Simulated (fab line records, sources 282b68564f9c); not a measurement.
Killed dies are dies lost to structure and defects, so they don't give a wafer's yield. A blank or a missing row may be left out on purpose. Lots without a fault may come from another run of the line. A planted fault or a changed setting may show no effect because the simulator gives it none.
Which tool did it? | flow rit_cmos | 15 lots, 45 wafers sampled, at 1 step of a route of 202

WHAT THE GAUGES READ, wafer by wafer
The record holds no reading of a measuring or inspecting step that can be judged against a usual standard deviation.

WHICH TOOL RAN EACH LOT (tool, then ch and the chambers of the sampled wafers, then the start)
lot  | RIT_CONTACT_PEB_06
L736 | litho_track-03 ch 0, day 3 06:20
L737 | litho_track-04 ch 0, day 3 12:19
L738 | litho_track-04 ch 0, day 3 15:56
L739 | litho_track-04 ch 0, day 4 00:35
L740 | litho_track-03 ch 0, day 4 05:16
L741 | litho_track-03 ch 0, day 4 09:07
L744 | litho_track-03 ch 0, day 5 01:05
L745 | litho_track-04 ch 0, day 5 06:29
L747 | litho_track-03 ch 0, day 5 13:33
L751 | litho_track-02 ch 0, day 6 09:25
L754 | litho_track-02 ch 0, day 7 01:59
L755 | litho_track-03, day 7 09:22
L757 | litho_track-04, day 7 15:28
L758 | litho_track-02, day 7 23:15
L759 | litho_track-04 ch 0, day 8 00:53
- RIT_CONTACT_PEB_06

WHAT THE TOOLS THEMSELVES READ (means of the sampled wafers that have a number; where no wafer has one, the mark that the record gives instead)
RIT_CONTACT_PEB_06.
lot  | tool           | exhaust_pa (Pa)
L736 | litho_track-03 | 43.8
L737 | litho_track-04 | 45.2
L738 | litho_track-04 | 44.8
L739 | litho_track-04 | 45.6
L740 | litho_track-03 | 45.5
L741 | litho_track-03 | 45.3
L744 | litho_track-03 | 44.7
L745 | litho_track-04 | 43.6
L747 | litho_track-03 | 45.4
L751 | litho_track-02 | 45.2
L754 | litho_track-02 | 44.5
L755 | litho_track-03 | -
L757 | litho_track-04 | -
L758 | litho_track-02 | -
L759 | litho_track-04 | 44.8

THE ANSWER, worked out from the rows above alone
Rule: what is usual is taken from the lots themselves. Put in order of their means at a reading, lots are off if they are a third of the lots or fewer, leave a main group of 4 or more, and stand apart from it by a gap of 3 or more times the standard deviation of the main group's means; of several such gaps the widest counts. A main group whose means are all the same, to the digits that the tables above print for the reading, isn't used. A lot without any number at a reading at which 4 lots or more have one is off too. The other lots that the step has rows for count as sound. The gauges are gone through in route order, then the tools' own readings, and for those a lot's mean is taken as printed above. The first step at which some lot is off is used, and at that step the reading that is off furthest; a lot without a number counts as furthest.
Off: L755, L757, L758, at RIT_CONTACT_PEB_06 (exhaust_pa). Without a number there: L755, L757, L758. The main group: mean 44.9 Pa, standard deviation 0.62.
A tool fits if, at that step or a process step before it, it ran every lot that is off, and no sound lot after the first of them. None of those tried fits.

WHAT THE SIMULATOR HAD PUT IN
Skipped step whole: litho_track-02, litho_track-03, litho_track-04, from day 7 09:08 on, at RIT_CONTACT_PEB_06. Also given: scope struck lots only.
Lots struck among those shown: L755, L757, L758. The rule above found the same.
